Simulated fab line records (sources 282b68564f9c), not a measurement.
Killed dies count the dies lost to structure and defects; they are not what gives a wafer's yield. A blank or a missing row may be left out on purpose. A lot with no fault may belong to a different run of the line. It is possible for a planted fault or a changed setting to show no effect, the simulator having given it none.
Lot-split experiment + flow rit cmos + on a route of 202 steps: 5 lots, 23 wafers read

THE SPLIT ITSELF
At RIT_ACTIVE_OXIDATION_01 (target thk 46.8 nm, ox time 3360 s), the setting ox time s was moved away from the recipe's 3360 s on 20 of the 23 wafers read, by -12.3% to -6.0%. The other wafers ran this setting at the recipe's value.

The reading comes from the split's own step.

THE READING
SiO2_of_ACTIVE_OXIDATION_01.thk nm (the simulator's own value, which no gauge read), in nm, at RIT_ACTIVE_OXIDATION_01 (target thk 46.8 nm, ox time 3360 s). The file does not state a usual value for it. Here, 3 wafers ran the recipe; their average is 46.27 nm with a standard deviation of 0.56 nm.

| wafer  | tool, chamber at the split | ox time s as run, s | against the recipe | SiO2_of_ACTIVE_OXIDATION_01.thk nm, nm | against lot-mates on the recipe |
|--------|----------------------------|---------------------|--------------------|----------------------------------------|---------------------------------|
| L075.1 | -, -                       | 3160                | -6.0%              | 44.73                                  | no lot-mate on the recipe       |
| L075.2 | -, -                       | 3160                | -6.0%              | 44.32                                  | no lot-mate on the recipe       |
| L075.3 | -, -                       | 3160                | -6.0%              | 44.47                                  | no lot-mate on the recipe       |
| L075.5 | -, -                       | 3160                | -6.0%              | 44.27                                  | no lot-mate on the recipe       |
| L075.6 | -, -                       | 3160                | -6.0%              | 44.33                                  | no lot-mate on the recipe       |
| L076.1 | -, -                       | 2948                | -12.3%             | 43.7                                   | no lot-mate on the recipe       |
| L076.3 | -, -                       | 2948                | -12.3%             | 43.92                                  | no lot-mate on the recipe       |
| L076.4 | -, -                       | 2948                | -12.3%             | 42.78                                  | no lot-mate on the recipe       |
| L076.5 | -, -                       | 2948                | -12.3%             | 43.62                                  | no lot-mate on the recipe       |
| L076.6 | -, -                       | 2948                | -12.3%             | 42.86                                  | no lot-mate on the recipe       |
| L078.1 | -, -                       | 2966                | -11.7%             | 43.54                                  | no lot-mate on the recipe       |
| L078.2 | -, -                       | 2966                | -11.7%             | 43.47                                  | no lot-mate on the recipe       |
| L078.3 | -, -                       | 2966                | -11.7%             | 44.51                                  | no lot-mate on the recipe       |
| L078.5 | -, -                       | 2966                | -11.7%             | 43.01                                  | no lot-mate on the recipe       |
| L078.6 | -, -                       | 2966                | -11.7%             | 44.65                                  | no lot-mate on the recipe       |
| L079.1 | furnace-03, 0              | 3360                | recipe             | 46.96                                  | -                               |
| L079.4 | furnace-03, 0              | 3360                | recipe             | 45.59                                  | -                               |
| L079.5 | furnace-03, 0              | 3360                | recipe             | 46.25                                  | -                               |
| L084.1 | -, -                       | 3124                | -7.0%              | 44.5                                   | no lot-mate on the recipe       |
| L084.2 | -, -                       | 3124                | -7.0%              | 44.55                                  | no lot-mate on the recipe       |
| L084.3 | -, -                       | 3124                | -7.0%              | 44.83                                  | no lot-mate on the recipe       |
| L084.4 | -, -                       | 3124                | -7.0%              | 45.02                                  | no lot-mate on the recipe       |
| L084.6 | -, -                       | 3124                | -7.0%              | 44.48                                  | no lot-mate on the recipe       |

THE FIT
A straight line over all 23 wafers: SiO2_of_ACTIVE_OXIDATION_01.thk nm changes by +0.208 nm for each +1% of ox time s; r = +0.86; the points scatter about the line by 0.52 nm.
Too few moved wafers have a lot-mate on the recipe to fit a line with each lot's own level taken away.

FILE'S OWN FIT
SiO2_of_ACTIVE_OXIDATION_01.thk nm changes by +0.208 nm for each +1% of ox time s, r = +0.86.
